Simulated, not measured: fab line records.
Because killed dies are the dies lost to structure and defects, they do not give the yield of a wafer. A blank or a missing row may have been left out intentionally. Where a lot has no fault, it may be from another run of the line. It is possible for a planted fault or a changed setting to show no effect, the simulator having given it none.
Split-lot experiment -- flow berkeley cmos170 -- on a route of 331 steps: 5 lots, 23 wafers read

== THE SPLIT ==
At UCB170_V2_ETCH_14 (etches SiO2 in CHF3/CF4/Ar, stops on Al, target depth 1250 nm, time 291 s), the setting time s was moved away from the recipe's 291 s on 10 of the 23 wafers read, by +9.6% to +14.8%. The other wafers ran this setting at the recipe's value.

Reading taken at the split's own step.

== THE READING ==
KrF_of_V2_COAT_07.thk nm (the simulator's own value, which no gauge read), in nm, at UCB170_V2_ETCH_14 (etches SiO2 in CHF3/CF4/Ar, stops on Al, target depth 1250 nm, time 291 s). The file does not state a usual value for it. The 13 wafers here that ran the recipe average 611.6 nm, standard deviation 4.3 nm.

wafer,"tool, chamber at the split","time s as run, s",against the recipe,"KrF_of_V2_COAT_07.thk nm, nm",against lot-mates on the recipe
L074.1,"rie diel-03, 3",318.8,+9.6%,601.9,-6.6
L074.2,"rie diel-03, 0",291,recipe,606,-
L074.4,"rie diel-03, 1",318.8,+9.6%,593.7,-14.8
L074.5,"rie diel-03, 2",291,recipe,610.9,-
L074.6,"rie diel-03, 3",318.8,+9.6%,599.6,-8.9
L082.2,"rie diel-04, 3",291,recipe,612.2,-
L082.3,"rie diel-04, 1",291,recipe,617.6,-
L082.4,"rie diel-04, 2",291,recipe,613.6,-
L084.1,"rie diel-03, 1",291,recipe,611.2,-
L084.2,"rie diel-03, 2",334.1,+14.8%,567.3,-41.2
L084.3,"rie diel-03, 0",334.1,+14.8%,557.6,-50.9
L084.4,"rie diel-03, 3",334.1,+14.8%,580.1,-28.4
L084.5,"rie diel-03, 2",291,recipe,605.7,-
L083.2,"rie diel-04, 2",323.7,+11.2%,588.5,-23.1
L083.3,"rie diel-04, 3",323.7,+11.2%,582.5,-29.1
L083.4,"rie diel-04, 1",291,recipe,615.5,-
L083.5,"rie diel-04, 3",291,recipe,614.5,-
L083.6,"rie diel-04, 0",291,recipe,604.7,-
L085.1,"rie diel-03, 2",320.2,+10.0%,580.5,-32.3
L085.3,"rie diel-03, 1",291,recipe,615.1,-
L085.4,"rie diel-03, 0",320.2,+10.0%,577.1,-35.7
L085.5,"rie diel-03, 1",291,recipe,616.5,-
L085.6,"rie diel-03, 2",291,recipe,606.9,-

THE FIT
A straight line over all 23 wafers: KrF_of_V2_COAT_07.thk nm changes by -2.61 nm for each +1% of time s; r = -0.91; the points scatter about the line by 7.3 nm.
The same after taking each lot's own level away (the mean of its wafers on the recipe; 23 wafers): -2.46 nm for each +1%; r = -0.89; scatter 7.7 nm.
According to that fit, moving time s by its largest amount changes the reading by 36 nm.
From 608.45 to 614.47 nm: that is the span of the lots' own levels, equal to 1.4 times the standard deviation above.
So the lot-to-lot level changes the slope little: the two slopes agree.
Check: -34.8 nm against its lot-mates is what the line predicts for one of the wafers moved furthest among these (+14.8%) when that wafer is left out of the fit. Against them it came out at -41.2 nm.

== THE OTHER SPLITS THESE WAFERS WENT THROUGH ==
Other splits were also applied to these wafers ahead of the reading. Each is held against what the fit with the lots' levels taken away leaves over:
other split on the same wafers,wafers away from the commonest value,r with KrF_of_V2_COAT_07.thk nm (lot level and that fit taken away)
UCB170_PSD_EXPOSE_03 dose mj,7,-0.02
UCB170_NSD_IMPLANT_08 dose cm2,5,-0.43
UCB170_BACKSIDE_HMDS_00 prime time s,5,-0.08
UCB170_SILICIDE_SPUTTER_01 power w,11,+0.31
UCB170_CONTACT_CVD_01 pressure mtorr,15,-0.31
UCB170_CONTACT_ETCH_17 source w,8,-0.22
UCB170_M1_METAL_ETCH_12 over etch frac,10,+0.19
UCB170_V1_ETCH_14 time s,11,+0.14

== THE WHOLE CHAIN: every reading that the file lists as answering this split, in the file's order ==
step,what it does,reading,change (the file's fit),r (the file's)
UCB170_V2_ETCH_14,"etches SiO2 in CHF3/CF4/Ar, stops on Al, target depth 1250 nm, time 291 s","KrF_of_V2_COAT_07.thk nm (the simulator's own value, which no gauge read)",-2.46 nm for each +1% of the setting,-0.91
UCB170_V2_STRIP_15,strips in O2,strip time to endpoint s,withheld for each +1% of the setting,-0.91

== FILE'S OWN FIT ==
KrF_of_V2_COAT_07.thk nm changes by -2.46 nm for each +1% of time s, r = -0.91.
